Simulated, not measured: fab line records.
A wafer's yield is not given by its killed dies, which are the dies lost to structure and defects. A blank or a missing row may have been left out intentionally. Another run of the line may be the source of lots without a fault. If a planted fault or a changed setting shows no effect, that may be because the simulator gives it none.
Which tool was responsible? | flow rit cmos | Sampling: 14 lots, 42 wafers, 2 of 202 route steps

WHAT EACH GAUGE READ, for each wafer
RIT_GATE_OVL_MEAS_17.
lot  | measured    | on         | GATE_OVL (nm)
L189 | day 2 15:17 | overlay-02 | -0.1 -2.4 -0.2
L190 | day 2 19:13 | overlay-02 | 1.4 -0.6 0.2
L191 | day 2 22:27 | overlay-01 | 1.2 2.0 0.1
L193 | day 3 10:44 | overlay-01 | 0.2 0.7 1.1
L197 | day 4 04:32 | overlay-01 | -0.8 -0.9 -0.8
L198 | day 4 10:30 | overlay-02 | 0.6 0.4 1.8
L199 | day 4 15:29 | overlay-01 | 0.9 3.1 -0.3
L201 | day 5 00:07 | overlay-02 | 1.5 1.2 0.3
L202 | day 5 04:47 | overlay-01 | -1.8 -1.6 -1.6
L203 | day 5 11:27 | overlay-01 | 0.7 0.0 0.0
L204 | day 5 15:55 | overlay-02 | -1.0 0.1 -0.8
L205 | day 6 01:05 | overlay-02 | 240.4 241.5 239.7
L206 | day 6 03:04 | overlay-02 | 3.1 3.1 2.7
L208 | day 6 16:13 | overlay-01 | 243.6 243.7 244.4

TOOL THAT RAN EACH LOT (tool first, then ch and the chambers of the sampled wafers, then the start)
lot  | RIT_GATE_EXPOSE_13
L189 | iline stepper-02 ch 0, day 2 14:46
L190 | iline stepper-01 ch 0, day 2 18:42
L191 | iline stepper-01 ch 0, day 2 21:56
L193 | iline stepper-01 ch 0, day 3 10:12
L197 | iline stepper-01 ch 0, day 4 03:57
L198 | iline stepper-01 ch 0, day 4 09:49
L199 | iline stepper-01 ch 0, day 4 14:58
L201 | iline stepper-02 ch 0, day 4 23:36
L202 | iline stepper-01 ch 0, day 5 04:17
L203 | iline stepper-01 ch 0, day 5 10:56
L204 | iline stepper-02 ch 0, day 5 15:23
L205 | iline stepper-01 ch 0, day 6 00:35
L206 | iline stepper-02 ch 0, day 6 02:33
L208 | iline stepper-01 ch 0, day 6 15:43
- RIT_GATE_EXPOSE_13: exposes mask M6, target cd 150 nm.

WHAT THE TOOLS THEMSELVES READ (means of the sampled wafers that have a number; where no wafer has one, the mark that the record gives instead)
RIT_GATE_EXPOSE_13.
lot  | tool             | reticle temp C (C)
L189 | iline stepper-02 | 22.99
L190 | iline stepper-01 | 23.10
L191 | iline stepper-01 | 22.95
L193 | iline stepper-01 | 23.12
L197 | iline stepper-01 | 23.02
L198 | iline stepper-01 | 23.09
L199 | iline stepper-01 | 22.97
L201 | iline stepper-02 | 22.88
L202 | iline stepper-01 | 23.09
L203 | iline stepper-01 | 22.98
L204 | iline stepper-02 | 23.05
L205 | iline stepper-01 | 22.98
L206 | iline stepper-02 | 23.05
L208 | iline stepper-01 | 22.91

THE ANSWER, worked out from the rows above alone
Rule: the lots themselves supply what counts as usual. Put in order of their means at a reading, lots are off if they are a third of the lots or fewer, leave a main group of 4 or more, and stand apart from it by a gap of 3 or more times the standard deviation of the main group's means; of several such gaps the widest counts. Not used: any main group whose means are identical at the precision the tables above print for the reading. A lot without any number at a reading at which 4 lots or more have one is off too. Where the step has rows for the other lots, those lots are counted as sound. First the gauges in route order, then the tools' own readings, where a lot's mean is used as printed above. The first step at which some lot is off is used, and at that step the reading that is off furthest; a lot without a number counts as furthest.
Off: L205, L208, at RIT_GATE_OVL_MEAS_17 (GATE_OVL). Main group: mean 0.4 nm, sd 1.2.
A tool fits if, at a process step before that reading, it ran every lot that is off, and no sound lot after the first of them. Gauges at RIT_GATE_OVL_MEAS_17: tried the same way as those tools. One candidate fits, namely iline stepper-01 at RIT_GATE_EXPOSE_13. Its last sound lot is L203 (day 5 10:56), its first lot that is off L205 (day 6 00:35): a fault that began between those two fits.

WHAT THE SIMULATOR PUT IN
Scanner matching overlay: iline stepper-01, from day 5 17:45 on, at RIT_GATE_EXPOSE_13. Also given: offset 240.
Shown lots that were struck: L205, L208. This agrees with what the rule above found.
